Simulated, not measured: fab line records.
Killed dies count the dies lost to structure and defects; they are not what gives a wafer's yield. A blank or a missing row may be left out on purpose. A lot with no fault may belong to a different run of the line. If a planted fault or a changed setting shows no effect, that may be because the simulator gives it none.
What tool caused it? | flow ritCmos | 7 lots, 21 wafers sampled, at 2 steps of a route of 202

WHAT THE GAUGES SHOWED, per wafer
RIT_PSD_TW_MEAS_10.
lot  | measured    | on           | PSD_TW
L635 | day 3 13:31 | filmMetro-01 | 3371 3372 3380
L637 | day 4 01:55 | filmMetro-01 | 3406 3428 3414
L639 | day 4 05:53 | filmMetro-02 | 3409 3407 3374
L643 | day 5 09:05 | filmMetro-04 | 3420 3420 3432
L646 | day 6 00:02 | filmMetro-04 | 3447 3482 3451
L649 | day 6 15:50 | filmMetro-01 | 30 30 30
L655 | day 7 15:40 | filmMetro-04 | 3438 3447 3463

TOOL THAT RAN EACH LOT (tool first, then ch and the chambers of the sampled wafers, then the start)
lot  | RIT_PSD_DEVELOP_05
L635 | lithoTrack-03 ch 0, day 3 12:00
L637 | lithoTrack-03 ch 0, day 4 01:00
L639 | lithoTrack-01 ch 0, day 4 05:00
L643 | lithoTrack-01 ch 0, day 5 08:00
L646 | lithoTrack-02 ch 0, day 5 23:00
L649 | lithoTrack-01 ch 0, day 6 15:00
L655 | lithoTrack-03 ch 0, day 7 15:00
- RIT_PSD_DEVELOP_05: develop time 50 s.

THE ANSWER, worked out from the rows above alone
Rule: usual is defined by the lots themselves. The widest of any qualifying gaps counts: lots, ordered by their means at a reading, are off when they make up no more than a third of the lots, leave a main group of 4 or more, and stand apart from it by 3 or more times the standard deviation of that group's means. The tables above print the reading to a certain number of digits; a main group whose means all agree to those digits is not used. Also off: a lot with no number at a reading for which 4 or more lots have one. Where the step has rows for the other lots, those lots are counted as sound.
Off: L649, seen at RIT_PSD_TW_MEAS_10 (PSD_TW). Mean 3420 and standard deviation 29 in the main group.
A tool fits if, at a process step before that reading, it ran every lot that is off, and no sound lot after the first of them. The gauges at RIT_PSD_TW_MEAS_10 are tried like those tools. Undecided on this evidence; 2 tools fit (lithoTrack-01 at RIT_PSD_DEVELOP_05, filmMetro-01 at RIT_PSD_TW_MEAS_10).

WHAT THE SIMULATOR HAD PUT IN
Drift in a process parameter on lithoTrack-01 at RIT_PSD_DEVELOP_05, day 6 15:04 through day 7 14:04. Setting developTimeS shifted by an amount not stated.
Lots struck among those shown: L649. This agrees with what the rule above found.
